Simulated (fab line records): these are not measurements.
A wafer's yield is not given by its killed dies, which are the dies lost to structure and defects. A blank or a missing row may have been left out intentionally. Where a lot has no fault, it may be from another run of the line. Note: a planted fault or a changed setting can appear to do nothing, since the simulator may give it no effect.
8D (eight disciplines) problem report, filled in by code | flow berkeley_cmos170 | the parts of the form that need people (team, actions taken, sign-off) are left out

## 1. WHAT WENT WRONG
exposure_dose_mJ_cm2 at UCB170_NSD_EXPOSE_03 reads a mean of 29.678 on 6 wafers of 2 lots; wafers without a fault read 30.000 with a standard deviation of 0.028. Relative to the usual mean, that is a shift of -11 standard deviations.
The step: exposes mask NSELECT MOD, target cd 1200 nm.
First observed at day 11 04:40: wafer L948.1, on krf_scanner-01. At this step, 42 wafers from 14 lots have a number in the record. Rule for "out" (also "out of limits"): further than 4 standard deviations from the usual mean. The other wafers with a number count as sound.

## 2. WHAT IT IS, AND WHAT IT ISN'T
question                    | is                     | is not
which readings at this step | exposure_dose_mJ_cm2   | -
which lots                  | L948, L950             | L933, L934, L935, L936, L937, L939, L940, L941, L942, L943, L947, L953
which wafers of those lots  | all that have a number | -
read on which tools         | krf_scanner-01         | krf_scanner-02
when                        | from day 11 04:40      | up to then (33 sound wafers); but 3 sound wafers of L953 came after

## 3. SUSPECTS, AND WHAT RULES EACH OUT
Counting: any tool at a process step up to the reading is kept as a suspect provided that every lot that is out went through it and no sound lot did after the first of them.
- krf_scanner-01 at UCB170_NSD_EXPOSE_03 (exposes mask NSELECT MOD, target cd 1200 nm): kept. All lots that are out passed through it, beginning with L948 at day 11 04:40, and no sound lot followed; its final sound lot before that point was L943 at day 9 20:24. Out on those wafers are its own readings of exposure_dose_mJ_cm2.
Remaining after the count: krf_scanner-01 at UCB170_NSD_EXPOSE_03.

## 4. THE CAUSE (what the simulator had put in)
Drift in process parameters on krf_scanner-01 at UCB170_NSD_EXPOSE_03, starting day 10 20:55. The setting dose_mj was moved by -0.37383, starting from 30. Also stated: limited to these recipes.
Counting left only this tool.

## 5. SEQUENCE OF EFFECTS, ordered by route
Rows list readings where the struck wafers' mean (over those with a number) sits beyond 3 standard deviations from the usual. Only readings whose record carries a usual standard deviation are examined. hours: median over the lots of the time between each lot's start at the first step of this table that gives one and its start at this step. sigmas: the change, counted in usual standard deviations.
hours | step                 | reading              | usual  | on struck wafers | change | sigmas
0     | UCB170_NSD_EXPOSE_03 | exposure_dose_mJ_cm2 | 30.000 | 29.678           | -0.322 | -11
Its process steps:
- UCB170_NSD_EXPOSE_03: exposes mask NSELECT MOD, target cd 1200 nm.

## 6. WHAT WOULD HAVE CAUGHT IT SOONER
In this record the first reading out of limits was taken at day 11 04:40, 8 hours after the fault began at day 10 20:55.
